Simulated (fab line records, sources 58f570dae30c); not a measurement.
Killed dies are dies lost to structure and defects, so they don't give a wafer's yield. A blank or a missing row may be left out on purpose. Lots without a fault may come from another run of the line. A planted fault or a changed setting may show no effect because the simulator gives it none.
fab line records | flow berkeley_cmos170
record lots=5 wafers=15 last_day=12
route steps=331 shown V1@268 M2@271 V2@292
lots that met no fault: from a run of the same line without faults
start_h: hours from the record's first day to the start of the lot's first wafer shown | wait_h: hours since the lot's step before | " the same as in the row above | L1.1+2: a row that stands for several wafers | - no value, or no start given | * or withheld: withheld | < > ~ a bound
route shown NAME@n: a module of which the file shows steps, and the number in the route of the first | usual: mean/standard deviation of fault-free wafers | same: alike in all rows | chamber/n: place in a boat | sites: the reading at each site | _std_site: their standard deviation | _edge_site: outer sites' mean less inner sites' | radius_mm: how far each site lies from the wafer's centre | mask NAME#n: copy n | behind: the tool/chamber that last shaped the wafer | hold: why the lot was held/for how many hours/how that ended | device: the transistor (n, p or np) that didn't switch | end of line: the same wafers' tests at the end of the route | a step without rows: its recipe alone | killed: dies lost to structure and defects at the first sort, not the wafer's yield | map: a wafer's dies, x killed, . not, _ none there
set.NAME: the setting as run; set.NAME@STEP: as run at that earlier step | model.NAME: the simulator's own value behind a step, which no gauge read
lots at some steps of the route; a table a step, a row a wafer
services: from which hour (start_h, from the record's first day; less than 0 if before it) a tool's chamber was out of use, for how many hours, and why
## steps
# step UCB170_V1_ETCH_14
# recipe chemistry=CHF3/CF4/Ar target=SiO2 stop_on=Al CHF3_flow_sccm=45 cf4_flow_sccm=15 Ar_flow_sccm=150 pressure_mtorr=200 rf_w=700 target_depth_a=12500 over_etch_frac=0.25 time_s=291
# usual drypump_motor_current_A=5.6/0.55 oes_product_au=0.866/0.0092 throttle_valve_pct=6.94/0.12
# columns lot.wafer tool chamber start_h wait_h drypump_motor_current_A oes_product_au rf_hours_counter_h throttle_valve_pct
L075.4 rie_diel-03 1 165.97 0.0 5.7 0.867 83 6.84
L075.5 " 2 " " 5.2 0.864 - 6.82
L075.6 " 3 " " 5.6 0.876 - 6.72
L082.1 rie_diel-03 1 216.17 0.0 5.7 0.868 85 6.85
L082.2 " 2 " " 5.2 0.885 1 6.82
L082.3 " 0 " " 4.8 0.863 84 7.02
L085.1 rie_diel-03 2 225.62 0.0 5.1 0.878 1 6.79
L085.2 " 3 " " 5.6 0.880 138 6.71
L085.6 " 3 " " 5.6 0.883 - 6.70
L090.3 rie_diel-04 1 252.54 0.0 4.8 0.871 106 7.18
L090.4 " 2 " " 6.0 0.864 3 7.08
L090.6 " 2 " " 6.0 0.866 - 7.08
L093.1 rie_diel-03 2 270.32 0.0 5.1 0.878 3 6.82
L093.5 " 1 " " 5.7 0.872 - 6.87
L093.6 " 2 " " 5.1 0.866 - 6.82
# step UCB170_V1_STRIP_15
# recipe chemistry=O2 power_w=400 pressure_mtorr=3500 platen_temp_c=withheld o2_flow_sccm=400 overash_fraction=0.5
# usual drypump_motor_current_A=5.8/0.62 oes_product_au=0.722/0.0045 strip_time_to_endpoint_s=15.36/0.12
# columns lot.wafer tool chamber start_h wait_h drypump_motor_current_A oes_product_au rf_hours_counter_h strip_time_to_endpoint_s
L075.4 plasma_asher-02 1 166.19 0.1 5.9 0.728 - 15.37
L075.5 " 0 " " 6.2 0.720 - 15.47
L075.6 " 1 " " 5.9 0.722 - 15.42
L082.1 plasma_asher-02 0 216.34 0.1 6.2 0.720 43 15.45
L082.2 " 1 " " 5.9 0.725 43 15.40
L082.3 " 0 " " 6.2 0.725 - 15.21
L085.1 plasma_asher-03 1 225.79 0.1 6.0 0.719 53 15.44
L085.2 " 0 " " 4.9 0.721 53 15.49
L085.6 " 0 " " 4.9 0.723 - 15.39
L090.3 plasma_asher-04 0 252.75 0.1 5.1 0.719 - 15.46
L090.4 " 1 " " 6.6 0.727 - 15.42
L090.6 " 1 " " 6.6 0.721 - 15.47
L093.1 plasma_asher-03 1 270.50 0.1 6.1 0.717 58 15.49
L093.5 " 0 " " 4.9 0.716 - 15.45
L093.6 " 1 " " 6.0 0.725 - 15.51
# step UCB170_V1_CD_MEAS_90
# recipe target_cd_nm=700
# usual cd_nm=700.3/1.6
# columns lot.wafer tool chamber start_h wait_h cd_nm
L075.4 cd_sem-01 - 166.31 0.1 698.9
L075.5 " - " " 697.6
L075.6 " - " " 700.9
L082.1 cd_sem-01 - 216.53 0.2 700.3
L082.2 " - " " 700.4
L082.3 " - " " 701.2
L085.1 cd_sem-01 - 225.94 0.1 700.1
L085.2 " - " " 702.6
L085.6 " - " " 700.6
L090.3 cd_sem-01 - 252.86 0.1 700.7
L090.4 " - " " 700.5
L090.6 " - " " 699.9
L093.1 cd_sem-01 - 270.60 0.1 700.0
L093.5 " - " " 700.9
L093.6 " - " " 702.5
# step UCB170_M2_PRE_CLEAN_00
# recipe gas=Ar preclean_etch_time_s=60
# columns lot.wafer tool chamber start_h wait_h
L075.4+5+6 pvd_sputter-02 - 166.37 0.0
L082.1+2+3 pvd_sputter-01 - 216.65 0.1
L085.1+2+6 pvd_sputter-02 - 226.06 0.1
L090.3+4+6 pvd_sputter-02 - 252.94 0.1
L093.1+5+6 pvd_sputter-03 - 270.72 0.1
# step UCB170_M2_SPUTTER_01
# recipe material=Al target_thk_nm=900 time_s=120 power_w=6000 chamber_pressure_pa=0.5
# usual throttle_valve_pct=30.4/1.3
# columns lot.wafer tool chamber start_h wait_h throttle_valve_pct
L075.4 pvd_sputter-02 - 166.44 0.0 30.9
L075.5 " - " " 29.0
L075.6 " - " " 29.9
L082.1 pvd_sputter-01 - 216.72 0.0 28.8
L082.2 " - " " 32.9
L082.3 " - " " 29.7
L085.1 pvd_sputter-02 - 226.13 0.0 30.1
L085.2 " - " " 28.9
L085.6 " - " " 29.0
L090.3 pvd_sputter-02 - 253.00 0.0 28.7
L090.4 " - " " 30.6
L090.6 " - " " 30.7
L093.1 pvd_sputter-03 - 270.80 0.0 28.8
L093.5 " - " " 30.7
L093.6 " - " " 28.7
# step UCB170_M2_RS_MEAS_02
# recipe thk_meas_gauge=four-point-probe reads=Al_of_M2_SPUTTER_01
# usual M2_AL_RS=0.0323/0.00039
# columns lot.wafer tool chamber start_h wait_h M2_AL_RS[ohm/sq]
L075.4 film_metro-02 - 166.58 0.1 0.0321
L075.5 " - " " 0.0318
L075.6 " - " " 0.0324
L082.1 film_metro-04 - 216.80 0.0 0.0331
L082.2 " - " " 0.0323
L082.3 " - " " 0.0329
L085.1 film_metro-02 - 226.21 0.0 0.0330
L085.2 " - " " 0.0324
L085.6 " - " " 0.0323
L090.3 film_metro-04 - 253.13 0.1 0.0325
L090.4 " - " " 0.0320
L090.6 " - " " 0.0324
L093.1 film_metro-02 - 270.89 0.0 0.0323
L093.5 " - " " 0.0321
L093.6 " - " " 0.0325
# step UCB170_M2_THK_MEAS_03
# recipe thk_meas_gauge=xrf reads=Al_of_M2_SPUTTER_01
# usual M2_AL_THK=894/11
# columns lot.wafer tool chamber start_h wait_h M2_AL_THK[nm]
L075.4 film_metro-02 - 166.67 0.1 895
L075.5 " - " " 904
L075.6 " - " " 890
L082.1 film_metro-04 - 216.92 0.1 879
L082.2 " - " " 894
L082.3 " - " " 883
L085.1 film_metro-02 - 226.33 0.1 866
L085.2 " - " " 887
L085.6 " - " " 889
L090.3 film_metro-04 - 253.23 0.1 884
L090.4 " - " " 900
L090.6 " - " " 891
L093.1 film_metro-02 - 271.01 0.1 895
L093.5 " - " " 902
L093.6 " - " " 885
# step UCB170_M2_HMDS_04
# recipe prime_time_s=60 prime_temp_c=100
# columns lot.wafer tool chamber start_h wait_h
L075.4+5+6 litho_track-01 0 167.52 0.8
L082.1+2+3 litho_track-01 0 217.02 0.1
L085.1+2+6 litho_track-03 0 226.89 0.6
L090.3+4+6 litho_track-01 0 253.85 0.6
L093.1+5+6 litho_track-03 0 271.17 0.2
# step UCB170_M2_COAT_05
# recipe resist=KrF spin_rpm=1500 resist_thk_nm=900
# columns lot.wafer tool chamber start_h wait_h
L075.4+5+6 litho_track-01 0 167.67 0.1
L082.1+2+3 litho_track-01 0 217.17 0.1
L085.1+2+6 litho_track-03 0 227.04 0.1
L090.3+4+6 litho_track-01 0 254.00 0.1
L093.1+5+6 litho_track-03 0 271.32 0.1
# step UCB170_M2_SOFTBAKE_06
# recipe resist=KrF temp_c=130 time_s=60
# columns lot.wafer tool chamber start_h wait_h
L075.4+5+6 litho_track-01 0 167.82 0.1
L082.1+2+3 litho_track-01 0 217.32 0.1
L085.1+2+6 litho_track-03 0 227.19 0.1
L090.3+4+6 litho_track-01 0 254.15 0.1
L093.1+5+6 litho_track-03 0 271.47 0.1
# step UCB170_M2_STRIP_07
# recipe chemistry=O2 power_w=400 pressure_mtorr=3500 platen_temp_c=withheld o2_flow_sccm=400 overash_fraction=0.5
# usual drypump_motor_current_A=5.8/0.56 oes_product_au=0.734/0.0042 strip_time_to_endpoint_s=21.98/0.062
# columns lot.wafer tool chamber start_h wait_h drypump_motor_current_A oes_product_au rf_hours_counter_h strip_time_to_endpoint_s
L075.4 plasma_asher-01 0 167.93 0.1 6.5 0.737 - 21.96
L075.5 " 0 " " 6.5 0.726 - 21.99
L075.6 " 1 " " 5.1 0.725 - 21.97
L082.1 plasma_asher-01 0 217.47 0.1 6.4 0.733 11 22.06
L082.2 " 1 " " 5.1 0.738 11 22.08
L082.3 " 1 " " 5.1 0.734 - 21.98
L085.1 plasma_asher-03 0 227.34 0.1 4.9 0.736 53 21.94
L085.2 " 1 " " 6.0 0.739 53 22.07
L085.6 " 0 " " 4.9 0.740 - 22.00
L090.3 plasma_asher-01 1 254.29 0.1 5.1 0.740 - 21.99
L090.4 " 0 " " 6.5 0.733 - 21.95
L090.6 " 1 " " 5.1 0.734 - 22.00
L093.1 plasma_asher-02 1 271.62 0.1 5.9 0.739 49 21.96
L093.5 " 1 " " 5.9 0.732 - 21.93
L093.6 " 0 " " 6.2 0.730 - 21.91
# step UCB170_M2_STRIP_08
# recipe chemistry=DMSO temp_c=80 time_s=600 material=KrF
# columns lot.wafer tool chamber start_h wait_h
L075.4+5+6 wet_bench-02 2 168.00 0.0
L082.1+2+3 wet_bench-02 1 217.70 0.2
L085.1+2+6 wet_bench-02 3 227.44 0.1
L090.3+4+6 wet_bench-04 2 254.35 0.0
L093.1+5+6 wet_bench-02 1 271.72 0.1
# step UCB170_M2_COAT_09
# recipe resist=BARC temp_c=withheld time_s=withheld spin_rpm=3000 resist_thk_nm=withheld
# columns lot.wafer tool chamber start_h wait_h
L075.4+5+6 litho_track-03 0 168.25 0.1
L082.1+2+3 litho_track-01 0 218.19 0.3
L085.1+2+6 litho_track-01 0 227.62 0.0
L090.3+4+6 litho_track-01 0 255.13 0.6
L093.1+5+6 litho_track-01 0 271.97 0.1
# step UCB170_M2_COAT_10
# recipe resist=KrF spin_rpm=1500 resist_thk_nm=900
# columns lot.wafer tool chamber start_h wait_h
L075.4+5+6 litho_track-03 0 - -
L082.1+2+3 litho_track-01 0 - -
L085.1+2+6 litho_track-01 0 - -
L090.3+4+6 litho_track-01 0 - -
L093.1+5+6 litho_track-01 0 - -
# step UCB170_M2_SOFTBAKE_11
# recipe resist=KrF temp_c=130 time_s=60
# columns lot.wafer tool chamber start_h wait_h
L075.4+5+6 litho_track-03 0 - -
L082.1+2+3 litho_track-01 0 - -
L085.1+2+6 litho_track-01 0 - -
L090.3+4+6 litho_track-01 0 - -
L093.1+5+6 litho_track-01 0 - -
# step UCB170_M2_EXPOSE_12
# recipe mask_id=METAL2 target_cd_nm=700 na=0.5 sigma_outer=0.6 source_shape=conventional dose_mj=26
# columns lot.wafer tool chamber start_h wait_h mask
L075.4+5+6 krf_scanner-02 0 168.81 - METAL2#0
L082.1+2+3 krf_scanner-02 0 218.77 - METAL2#0
L085.1+2+6 krf_scanner-01 0 228.25 - METAL2#0
L090.3+4+6 krf_scanner-02 0 255.57 - METAL2#0
L093.1+5+6 krf_scanner-02 0 272.54 - METAL2#0
# step UCB170_M2_PEB_13
# recipe peb_temp_c=130.7 peb_time_s=withheld resist=KrF
# columns lot.wafer tool chamber start_h wait_h
L075.4+5+6 litho_track-03 0 168.94 0.1
L082.1+2+3 litho_track-03 0 218.88 0.1
L085.1+2+6 litho_track-02 0 228.37 0.1
L090.3+4+6 litho_track-03 0 255.81 0.2
L093.1+5+6 litho_track-02 0 272.66 0.1
# step UCB170_M2_DEVELOP_14
# recipe developer=TMAH develop_time_s=45 resist=KrF dev_temp_c=21
# columns lot.wafer tool chamber start_h wait_h
L075.4+5+6 litho_track-03 0 - -
L082.1+2+3 litho_track-03 0 - -
L085.1+2+6 litho_track-02 0 - -
L090.3+4+6 litho_track-03 0 - -
L093.1+5+6 litho_track-02 0 - -
# step UCB170_M2_CD_MEAS_15
# recipe target_cd_nm=700
# usual cd_nm=699.6/1.2
# columns lot.wafer tool chamber start_h wait_h cd_nm
L075.4 cd_sem-02 - 169.20 - 699.1
L075.5 " - " " 700.5
L075.6 " - " " 699.2
L082.1 cd_sem-01 - 219.16 - 700.5
L082.2 " - " " 699.7
L082.3 " - " " 700.6
L085.1 cd_sem-02 - 228.64 - 700.8
L085.2 " - " " 701.7
L085.6 " - " " 701.1
L090.3 cd_sem-02 - 256.07 - 699.7
L090.4 " - " " 700.3
L090.6 " - " " 700.6
L093.1 cd_sem-02 - 272.94 - 700.0
L093.5 " - " " 700.1
L093.6 " - " " 700.1
# step UCB170_M2_OVL_MEAS_16
# usual M2_OVL=2/5.3
# columns lot.wafer tool chamber start_h wait_h M2_OVL[nm]
L075.4 overlay-02 - 169.28 0.1 -7
L075.5 " - " " -2
L075.6 " - " " 6
L082.1 overlay-01 - 219.28 0.1 -3
L082.2 " - " " 4
L082.3 " - " " 4
L085.1 overlay-01 - 228.76 0.1 1
L085.2 " - " " 7
L085.6 " - " " 7
L090.3 overlay-02 - 256.17 0.1 6
L090.4 " - " " 9
L090.6 " - " " 11
L093.1 overlay-02 - 273.06 0.1 0
L093.5 " - " " -3
L093.6 " - " " 1
# step UCB170_M2_ETCH_17
# recipe chemistry=N2/H2 target_depth_a=withheld overetch_a=withheld target=BARC time_s=withheld source_w=500 bias_w=100 pressure_mtorr=30 n2_flow_sccm=100 h2_flow_sccm=200
# usual bias_w=100.0/0.31 drypump_motor_current_A=5.8/0.5 oes_product_au=0.992/0.017 throttle_valve_pct=13.21/0.19
# columns lot.wafer tool chamber start_h wait_h bias_w drypump_motor_current_A oes_product_au throttle_valve_pct
L075.4 rie_diel-03 2 169.30 0.0 100.3 5.1 0.990 13.15
L075.5 " 2 " " 100.3 5.2 0.983 13.14
L075.6 " 3 " " 99.6 5.6 0.997 12.94
L082.1 rie_diel-02 3 219.32 0.0 100.0 6.3 0.990 13.19
L082.2 " 0 " " 99.7 6.6 0.989 12.93
L082.3 " 2 " " 100.2 6.2 0.965 13.03
L085.1 rie_diel-02 2 228.80 0.0 100.5 6.2 0.974 13.03
L085.2 " 1 " " 100.0 5.8 1.015 13.40
L085.6 " 2 " " 100.4 6.2 0.969 13.05
L090.3 rie_diel-04 1 256.19 0.0 100.1 4.8 0.984 13.59
L090.4 " 3 " " 99.7 5.8 1.026 13.35
L090.6 " 0 " " 100.1 5.8 0.995 13.29
L093.1 rie_diel-02 0 273.09 0.0 100.0 6.6 0.990 12.92
L093.5 " 2 " " 100.1 6.2 0.971 13.03
L093.6 " 3 " " 99.6 6.3 0.998 13.20
# step UCB170_M2_METAL_ETCH_18
# recipe chemistry=Cl2/BCl3 target=Al stop_on=SiO2 pressure_mtorr=12 target_depth_a=11700 over_etch_frac=0.3 time_s=195 icp_w=600 bias_w=120 Cl2_flow_sccm=90 bcl3_flow_sccm=45
# usual bias_w=120.0/0.35 drypump_motor_current_A=5.8/0.51 oes_product_au=0.857/0.014 throttle_valve_pct=24.53/0.14
# columns lot.wafer tool chamber start_h wait_h bias_w drypump_motor_current_A oes_product_au rf_hours_counter_h throttle_valve_pct
L075.4 rie_metal-02 1 169.40 - 120.0 6.0 0.863 - 24.41
L075.5 " 1 " " 119.9 5.9 0.876 - 24.41
L075.6 " 0 " " 120.6 5.3 0.854 - 24.43
L082.1 rie_metal-03 1 219.36 - 119.7 5.1 0.817 13 24.80
L082.2 " 0 " " 119.5 6.6 0.878 7 24.49
L082.3 " 1 " " 119.8 5.1 0.819 - 24.81
L085.1 rie_metal-02 0 228.84 - 120.1 5.3 0.840 5 24.44
L085.2 " 1 " " 120.0 5.9 0.854 12 24.40
L085.6 " 0 " " 119.8 5.3 0.855 - 24.42
L090.3 rie_metal-02 1 256.30 - 119.6 6.0 0.858 - 24.43
L090.4 " 0 " " 120.3 5.3 0.856 - 24.42
L090.6 " 0 " " 120.2 5.3 0.842 - 24.43
L093.1 rie_metal-01 1 273.13 - 119.6 5.7 0.856 0 24.32
L093.5 " 1 " " 120.0 5.7 0.863 - 24.32
L093.6 " 0 " " 120.4 6.3 0.854 - 24.64
# step UCB170_M2_STRIP_19
# recipe chemistry=O2 power_w=400 pressure_mtorr=3500 platen_temp_c=withheld o2_flow_sccm=400 overash_fraction=0.5
# usual drypump_motor_current_A=5.8/0.56 oes_product_au=0.547/0.0091
# columns lot.wafer tool chamber start_h wait_h drypump_motor_current_A oes_product_au rf_hours_counter_h
L075.4 plasma_asher-02 1 169.56 0.1 5.9 0.556 -
L075.5 " 1 " " 5.9 0.560 -
L075.6 " 0 " " 6.2 0.545 -
L082.1 plasma_asher-02 0 219.55 0.1 6.2 0.550 44
L082.2 " 1 " " 5.9 0.553 44
L082.3 " 0 " " 6.2 0.547 -
L085.1 plasma_asher-01 1 229.09 0.2 5.1 0.539 12
L085.2 " 0 " " 6.5 0.564 12
L085.6 " 0 " " 6.4 0.547 -
L090.3 plasma_asher-03 0 256.45 0.1 4.9 0.552 -
L090.4 " 1 " " 6.0 0.530 -
L090.6 " 0 " " 4.9 0.540 -
L093.1 plasma_asher-02 1 273.32 0.1 5.9 0.530 49
L093.5 " 1 " " 5.9 0.531 -
L093.6 " 0 " " 6.2 0.534 -
# step UCB170_M2_CD_MEAS_90
# recipe target_cd_nm=700
# usual cd_nm=701.3/2.4
# columns lot.wafer tool chamber start_h wait_h cd_nm
L075.4 cd_sem-02 - 169.69 0.1 701.1
L075.5 " - " " 701.1
L075.6 " - " " 701.0
L082.1 cd_sem-01 - 219.65 0.1 705.4
L082.2 " - " " 703.6
L082.3 " - " " 701.4
L085.1 cd_sem-01 - 229.19 0.1 698.8
L085.2 " - " " 703.9
L085.6 " - " " 697.9
L090.3 cd_sem-01 - 256.56 0.1 698.2
L090.4 " - " " 698.3
L090.6 " - " " 700.3
L093.1 cd_sem-02 - 273.42 0.1 702.8
L093.5 " - " " 701.9
L093.6 " - " " 703.4
# step UCB170_V2_CVD_00
# recipe material=SiO2 target_thk_nm=2000 temp_c=390 precursor=TEOS/O2 time_s=250 rf_w=550 pressure_mtorr=9000
# usual heater_power_w=265/61 pressure_mtorr=8997/18
# columns lot.wafer tool chamber start_h wait_h heater_power_w pressure_mtorr
L075.4 pecvd-03 0 169.82 0.1 215 9039
L075.5 " 2 " " 358 8988
L075.6 " 1 " " 209 8978
L082.1 pecvd-03 1 219.77 0.1 275 9006
L082.2 " 2 " " 354 9001
L082.3 " 0 " " 289 9000
L085.1 pecvd-02 1 229.31 0.1 307 8987
L085.2 " 0 " " 201 8992
L085.6 " 1 " " 384 8988
L090.3 pecvd-02 0 256.64 0.1 226 8986
L090.4 " 1 " " 275 8997
L090.6 " 0 " " 149 8987
L093.1 pecvd-01 2 273.54 0.1 211 9008
L093.5 " 1 " " 233 9013
L093.6 " 0 " " 319 9023
# step UCB170_V2_THK_MEAS_01
# recipe reads=SiO2_of_V2_CVD_00
# usual V2_TEOS_THK=2000/24
# columns lot.wafer tool chamber start_h wait_h V2_TEOS_THK[nm]
L075.4 film_metro-01 - 169.93 0.0 1992
L075.5 " - " " 2020
L075.6 " - " " 2012
L082.1 film_metro-02 - 219.92 0.1 1973
L082.2 " - " " 1985
L082.3 " - " " 1960
L085.1 film_metro-02 - 229.46 0.1 1989
L085.2 " - " " 2007
L085.6 " - " " 2008
L090.3 film_metro-01 - 256.82 0.1 2003
L090.4 " - " " 2025
L090.6 " - " " 2026
L093.1 film_metro-01 - 273.70 0.1 2011
L093.5 " - " " 2045
L093.6 " - " " 2008
# step UCB170_V2_CMP_02
# recipe material=SiO2 down_force_psi=6 platen_rpm=60 pad_velocity_m_s=0.75398
# usual motor_current_A=15.7/1.1
# columns lot.wafer tool chamber start_h wait_h motor_current_A
L075.4 cmp-02 1 170.11 0.2 16.8
L075.6 " 2 " " 15.3
L075.5 " 3 " " 15.7
L082.1 cmp-01 0 220.00 0.1 16.0
L082.3 " 1 " " 14.7
L082.2 " 3 " " 15.6
L085.2 cmp-02 1 230.87 1.4 18.0
L085.1 " 0 " " 16.7
L085.6 " 2 " " 15.0
L090.3 cmp-01 1 256.86 0.0 15.5
L090.4 " 3 " " 15.0
L090.6 " 2 " " 13.6
L093.1 cmp-02 3 273.86 0.1 16.2
L093.6 " 1 " " 17.1
L093.5 " 2 " " 15.2
# step UCB170_V2_BOW_MEAS_03
# recipe mode=bow
# usual V2_BOW=36/6.3
# columns lot.wafer tool chamber start_h wait_h V2_BOW[um]
L075.4 film_metro-02 - 170.32 0.2 39
L075.5 " - " " 35
L075.6 " - " " 25
L082.1 film_metro-01 - 220.30 0.2 44
L082.2 " - " " 39
L082.3 " - " " 44
L085.1 film_metro-04 - 231.17 0.1 29
L085.2 " - " " 51
L085.6 " - " " 44
L090.3 film_metro-04 - 257.20 0.3 44
L090.4 " - " " 35
L090.6 " - " " 36
L093.1 film_metro-02 - 274.06 0.1 29
L093.5 " - " " 37
L093.6 " - " " 37
# step UCB170_V2_THK_MEAS_04
# recipe reads=SiO2_of_V2_CVD_00
# usual V2_POLISHED_THK=1000.3/1.3
# columns lot.wafer tool chamber start_h wait_h V2_POLISHED_THK[nm]
L075.4 film_metro-02 - 170.41 0.1 1000.4
L075.5 " - " " 1002.4
L075.6 " - " " 1000.5
L082.1 film_metro-01 - 220.42 0.1 1001.2
L082.2 " - " " 1001.7
L082.3 " - " " 1000.2
L085.1 film_metro-04 - 231.29 0.1 998.9
L085.2 " - " " 999.1
L085.6 " - " " 998.0
L090.3 film_metro-04 - 257.30 0.1 998.6
L090.4 " - " " 998.4
L090.6 " - " " 999.7
L093.1 film_metro-02 - 274.18 0.1 1000.5
L093.5 " - " " 999.4
L093.6 " - " " 999.5
# step UCB170_V2_CLEAN_05
# recipe chemistry=DIW
# columns lot.wafer tool chamber start_h wait_h
L075.4+5+6 wet_bench-02 2 170.44 0.0
L082.1+2+3 wet_bench-02 0 220.48 0.1
L085.1+2+6 wet_bench-02 2 232.03 0.7
L090.3+4+6 wet_bench-02 0 257.45 0.1
L093.1+5+6 wet_bench-02 3 274.24 0.1
# step UCB170_V2_HMDS_06
# recipe prime_time_s=60 prime_temp_c=100
# columns lot.wafer tool chamber start_h wait_h
L075.4+5+6 litho_track-01 0 170.69 0.1
L082.1+2+3 litho_track-04 0 220.79 0.1
L085.1+2+6 litho_track-04 0 232.34 0.1
L090.3+4+6 litho_track-03 0 257.67 0.1
L093.1+5+6 litho_track-01 0 274.43 0.0
# step UCB170_V2_COAT_07
# recipe resist=KrF spin_rpm=1500 resist_thk_nm=900
# columns lot.wafer tool chamber start_h wait_h
L075.4+5+6 litho_track-01 0 170.84 0.1
L082.1+2+3 litho_track-04 0 220.94 0.1
L085.1+2+6 litho_track-04 0 232.49 0.1
L090.3+4+6 litho_track-03 0 257.82 0.1
L093.1+5+6 litho_track-01 0 274.58 0.1
# step UCB170_V2_SOFTBAKE_08
# recipe resist=KrF temp_c=130 time_s=60
# columns lot.wafer tool chamber start_h wait_h
L075.4+5+6 litho_track-01 0 170.99 0.1
L082.1+2+3 litho_track-04 0 221.09 0.1
L085.1+2+6 litho_track-04 0 232.64 0.1
L090.3+4+6 litho_track-03 0 257.97 0.1
L093.1+5+6 litho_track-01 0 274.73 0.1
# step UCB170_V2_EXPOSE_09
# recipe mask_id=VIA2 target_cd_nm=700 na=0.5 sigma_outer=0.6 source_shape=conventional dose_mj=37
# columns lot.wafer tool chamber start_h wait_h mask
L075.4+5+6 krf_scanner-02 0 171.25 0.2 VIA2#0
L082.1+2+3 krf_scanner-01 0 221.37 0.2 VIA2#0
L085.1+2+6 krf_scanner-01 0 233.00 0.3 VIA2#0
L090.3+4+6 krf_scanner-02 0 258.30 0.3 VIA2#0
L093.1+5+6 krf_scanner-02 0 275.00 0.2 VIA2#0
# step UCB170_V2_PEB_10
# recipe peb_temp_c=130 peb_time_s=withheld resist=KrF
# columns lot.wafer tool chamber start_h wait_h
L075.4+5+6 litho_track-03 0 171.59 0.3
L082.1+2+3 litho_track-04 0 221.49 0.1
L085.1+2+6 litho_track-03 0 233.11 0.1
L090.3+4+6 litho_track-03 0 258.43 0.1
L093.1+5+6 litho_track-03 0 275.12 0.1
# step UCB170_V2_DEVELOP_11
# recipe developer=TMAH develop_time_s=45 resist=KrF dev_temp_c=21
# columns lot.wafer tool chamber start_h wait_h
L075.4+5+6 litho_track-03 0 - -
L082.1+2+3 litho_track-04 0 - -
L085.1+2+6 litho_track-03 0 - -
L090.3+4+6 litho_track-03 0 - -
L093.1+5+6 litho_track-03 0 - -
# step UCB170_V2_CD_MEAS_12
# recipe target_cd_nm=700
# usual cd_nm=700.6/1.3
# columns lot.wafer tool chamber start_h wait_h cd_nm
L075.4 cd_sem-02 - 171.85 - 698.0
L075.5 " - " " 698.9
L075.6 " - " " 698.7
L082.1 cd_sem-02 - 221.76 - 701.1
L082.2 " - " " 700.7
L082.3 " - " " 701.4
L085.1 cd_sem-01 - 233.39 - 699.3
L085.2 " - " " 700.2
L085.6 " - " " 700.6
L090.3 cd_sem-02 - 258.70 - 701.5
L090.4 " - " " 698.2
L090.6 " - " " 700.8
L093.1 cd_sem-02 - 275.39 - 700.6
L093.5 " - " " 699.4
L093.6 " - " " 699.9
# step UCB170_V2_OVL_MEAS_13
# usual V2_OVL=3/5.7
# columns lot.wafer tool chamber start_h wait_h V2_OVL[nm]
L075.4 overlay-01 - 171.93 0.1 2
L075.5 " - " " 1
L075.6 " - " " 3
L082.1 overlay-01 - 221.88 0.1 2
L082.2 " - " " 3
L082.3 " - " " 6
L085.1 overlay-02 - 233.51 0.1 -4
L085.2 " - " " 4
L085.6 " - " " -3
L090.3 overlay-02 - 258.79 0.1 0
L090.4 " - " " 3
L090.6 " - " " 1
L093.1 overlay-02 - 275.51 0.1 1
L093.5 " - " " 1
L093.6 " - " " 8
# step UCB170_V2_ETCH_14
# recipe chemistry=CHF3/CF4/Ar target=SiO2 stop_on=Al CHF3_flow_sccm=45 cf4_flow_sccm=15 Ar_flow_sccm=150 pressure_mtorr=200 rf_w=700 target_depth_a=12500 over_etch_frac=0.25 time_s=283.2
# usual drypump_motor_current_A=5.8/0.57 oes_product_au=0.879/0.0089 throttle_valve_pct=6.97/0.13
# columns lot.wafer tool chamber start_h wait_h drypump_motor_current_A oes_product_au rf_hours_counter_h throttle_valve_pct
L075.4 rie_diel-02 2 171.95 0.0 6.2 0.871 51 6.86
L075.5 " 3 " " 6.4 0.874 - 6.86
L075.6 " 2 " " 6.3 0.877 - 6.84
L082.1 rie_diel-04 1 221.92 0.0 4.7 0.889 105 7.19
L082.2 " 0 " " 5.8 0.874 19 7.01
L082.3 " 2 " " 6.0 0.879 2 7.11
L085.1 rie_diel-04 1 233.54 0.0 4.8 0.882 105 7.19
L085.2 " 3 " " 5.8 0.894 62 6.88
L085.6 " 3 " " 5.7 0.874 - 6.89
L090.3 rie_diel-04 1 258.81 0.0 4.8 0.892 107 7.18
L090.4 " 2 " " 6.0 0.879 4 7.11
L090.6 " 1 " " 4.8 0.887 - 7.18
L093.1 rie_diel-04 3 275.55 0.0 5.8 0.879 64 6.86
L093.5 " 1 " " 4.8 0.889 - 7.16
L093.6 " 0 " " 5.8 0.866 - 7.01
# step UCB170_V2_STRIP_15
# recipe chemistry=O2 power_w=400 pressure_mtorr=3500 platen_temp_c=withheld o2_flow_sccm=400 overash_fraction=0.5
# usual drypump_motor_current_A=5.7/0.73 oes_product_au=0.722/0.005 strip_time_to_endpoint_s=15.53/0.13
# columns lot.wafer tool chamber start_h wait_h drypump_motor_current_A oes_product_au rf_hours_counter_h strip_time_to_endpoint_s
L075.4 plasma_asher-01 0 172.16 0.1 6.5 0.720 - 15.85
L075.5 " 0 " " 6.4 0.725 - 15.43
L075.6 " 1 " " 5.1 0.727 - 15.85
L082.1 plasma_asher-03 1 222.10 0.1 6.0 0.724 52 15.60
L082.2 " 0 " " 4.9 0.716 52 15.38
L082.3 " 1 " " 6.0 0.724 - 15.42
L085.1 plasma_asher-01 0 233.72 0.1 6.4 0.722 13 15.65
L085.2 " 1 " " 5.1 0.723 13 15.51
L085.6 " 0 " " 6.4 0.727 - 15.54
L090.3 plasma_asher-03 1 259.02 0.1 6.0 0.718 - 15.50
L090.4 " 0 " " 4.9 0.726 - 15.43
L090.6 " 0 " " 4.9 0.711 - 15.48
L093.1 plasma_asher-04 1 275.73 0.1 6.6 0.725 53 15.30
L093.5 " 1 " " 6.6 0.727 - 15.50
L093.6 " 0 " " 5.1 0.722 - 15.28
## services
# columns tool chamber start_h hours kind
pvd_sputter-03 - 144.94 1.3 repair
krf_scanner-01 - 149.13 1.3 pm
cmp-02 - 152.58 4.8 pm
krf_scanner-02 - 154.60 1.0 pm
pecvd-03 - 158.90 1.2 repair
rie_diel-04 - 168.62 0.3 repair
cmp-02 - 172.28 3.7 repair
cmp-01 - 172.34 0.7 repair
pecvd-03 - 174.06 6.0 pm
cmp-01 - 177.89 6.2 repair
rie_diel-04 - 188.62 0.2 repair
rie_diel-02 1 189.40 4.4 repair
cmp-02 - 201.17 1.2 repair
krf_scanner-02 - 203.74 0.8 pm
plasma_asher-01 - 219.53 4.8 repair
cmp-02 - 221.56 9.3 pm
plasma_asher-02 - 223.58 2.8 repair
cmp-02 - 232.18 4.0 pm
rie_diel-03 0 244.19 34.4 repair
rie_diel-03 - 246.21 2.8 pm
rie_diel-04 - 261.44 4.3 pm
krf_scanner-02 - 264.36 4.4 pm
rie_diel-04 2 266.71 1.5 repair
plasma_asher-03 - 273.42 2.8 pm
## key
fault none
